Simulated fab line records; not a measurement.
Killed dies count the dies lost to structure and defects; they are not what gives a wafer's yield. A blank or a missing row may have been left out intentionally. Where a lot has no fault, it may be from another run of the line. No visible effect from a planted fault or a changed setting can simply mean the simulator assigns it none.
What tool caused it? | flow rit-cmos | 14 lots, 42 wafers sampled, at 3 steps of a route of 202

## WHAT THE GAUGES READ, wafer by wafer
RIT_PSD_TW_MEAS_10.
lot  | measured    | on            | PSD_TW
L956 | day 3 03:18 | film-metro-01 | 3436 3440 3444
L958 | day 3 15:34 | film-metro-03 | 3321 3302 3309
L959 | day 3 19:08 | film-metro-02 | 3267 3241 3270
L960 | day 4 02:28 | film-metro-02 | 3435 3450 3440
L970 | day 6 08:49 | film-metro-02 | 3421 3438 3419
L971 | day 7 01:49 | film-metro-02 | 3434 3401 3422
L972 | day 7 13:19 | film-metro-03 | 3495 3501 3492
L973 | day 7 14:23 | film-metro-02 | 3434 3444 3441
L974 | day 8 03:41 | film-metro-02 | 3421 3401 3427
L975 | day 8 03:56 | film-metro-01 | 3417 3416 3415
L976 | day 8 04:08 | film-metro-03 | 3525 3509 3519
L977 | day 8 08:10 | film-metro-03 | 3522 3507 3508
L979 | day 8 17:14 | film-metro-03 | 3511 3499 3501
L978 | day 8 18:25 | film-metro-03 | 3519 3518 3509

RIT_SDANNEAL_RS_MEAS_04: the measuring method here is four-point-probe.
lot  | measured    | on            | PSD_RS (ohm/sq)
L956 | day 3 03:47 | film-metro-01 | 115.51 115.46 115.08
L958 | day 3 16:03 | film-metro-03 | 129.76 129.80 130.25
L959 | day 3 19:38 | film-metro-02 | 129.81 129.41 129.68
L960 | day 4 02:57 | film-metro-01 | 115.40 115.53 115.48
L970 | day 6 09:18 | film-metro-01 | 115.86 115.65 115.85
L971 | day 7 02:18 | film-metro-01 | 116.12 116.03 115.68
L972 | day 7 13:48 | film-metro-01 | 115.54 115.63 115.48
L973 | day 7 14:59 | film-metro-02 | 115.12 115.19 115.11
L974 | day 8 04:10 | film-metro-02 | 115.56 115.16 115.23
L975 | day 8 04:26 | film-metro-03 | 115.64 115.54 115.90
L976 | day 8 04:38 | film-metro-01 | 116.04 115.71 115.94
L977 | day 8 08:41 | film-metro-03 | 115.70 115.69 115.81
L979 | day 8 17:44 | film-metro-01 | 115.48 115.69 115.86
L978 | day 8 18:58 | film-metro-02 | 115.73 116.24 115.81

## WHICH TOOL RAN EACH LOT (tool, then ch and the chambers of the sampled wafers, then the start)
lot  | RIT_PSD_IMPLANT_08
L956 | implanter-04 ch 0, day 3 02:59
L958 | implanter-04 ch 0, day 3 15:14
L959 | implanter-04 ch 0, day 3 18:50
L960 | implanter-02 ch 0, day 4 02:08
L970 | implanter-03 ch 0, day 6 08:29
L971 | implanter-03 ch 0, day 7 01:29
L972 | implanter-04 ch 0, day 7 12:59
L973 | implanter-03 ch 0, day 7 14:04
L974 | implanter-04 ch 0, day 8 03:22
L975 | implanter-02 ch 0, day 8 03:38
L976 | implanter-03 ch 0, day 8 03:49
L977 | implanter-03 ch 0, day 8 07:53
L979 | implanter-04 ch 0, day 8 16:55
L978 | implanter-04 ch 0, day 8 18:05
- RIT_PSD_IMPLANT_08

## WHAT THE TOOLS THEMSELVES READ (means of the sampled wafers that have a number; where no wafer has one, the mark that the record gives instead)
RIT_PSD_IMPLANT_08.
lot  | tool         | beam-energy-keV
L956 | implanter-04 | 26.992
L958 | implanter-04 | 21.568
L959 | implanter-04 | 21.550
L960 | implanter-02 | 27.008
L970 | implanter-03 | 27.008
L971 | implanter-03 | 27.005
L972 | implanter-04 | 27.011
L973 | implanter-03 | 26.990
L974 | implanter-04 | 26.994
L975 | implanter-02 | 27.009
L976 | implanter-03 | 27.000
L977 | implanter-03 | 26.994
L979 | implanter-04 | 27.003
L978 | implanter-04 | 26.999

## THE ANSWER, worked out from the rows above alone
Rule: what is usual is taken from the lots themselves. Put in order of their means at a reading, lots are off if they are a third of the lots or fewer, leave a main group of 4 or more, and stand apart from it by a gap of 3 or more times the standard deviation of the main group's means; of several such gaps the widest counts. If all means in a main group match to the digits the tables above print for the reading, that group is not used. Also off: a lot with no number at a reading for which 4 or more lots have one. The other lots that the step has rows for count as sound. After the gauges, taken in route order, come the tools' own readings; for these a lot's mean is taken, as printed above. At the first step where some lot is off, the reading lying furthest off is the one used; lots without a number count as furthest.
Off: L958, L959, at RIT_SDANNEAL_RS_MEAS_04 (PSD_RS). Mean 115.62 ohm/sq and standard deviation 0.25 in the main group.
A tool fits if, at a process step before that reading, it ran every lot that is off, and no sound lot after the first of them. Not tried: the gauges at RIT_SDANNEAL_RS_MEAS_04; whatever is off there is also off at RIT_PSD_IMPLANT_08, on other tools, and gauge error can't account for it. Of those tried, none fits.

## WHAT THE SIMULATOR HAD PUT IN
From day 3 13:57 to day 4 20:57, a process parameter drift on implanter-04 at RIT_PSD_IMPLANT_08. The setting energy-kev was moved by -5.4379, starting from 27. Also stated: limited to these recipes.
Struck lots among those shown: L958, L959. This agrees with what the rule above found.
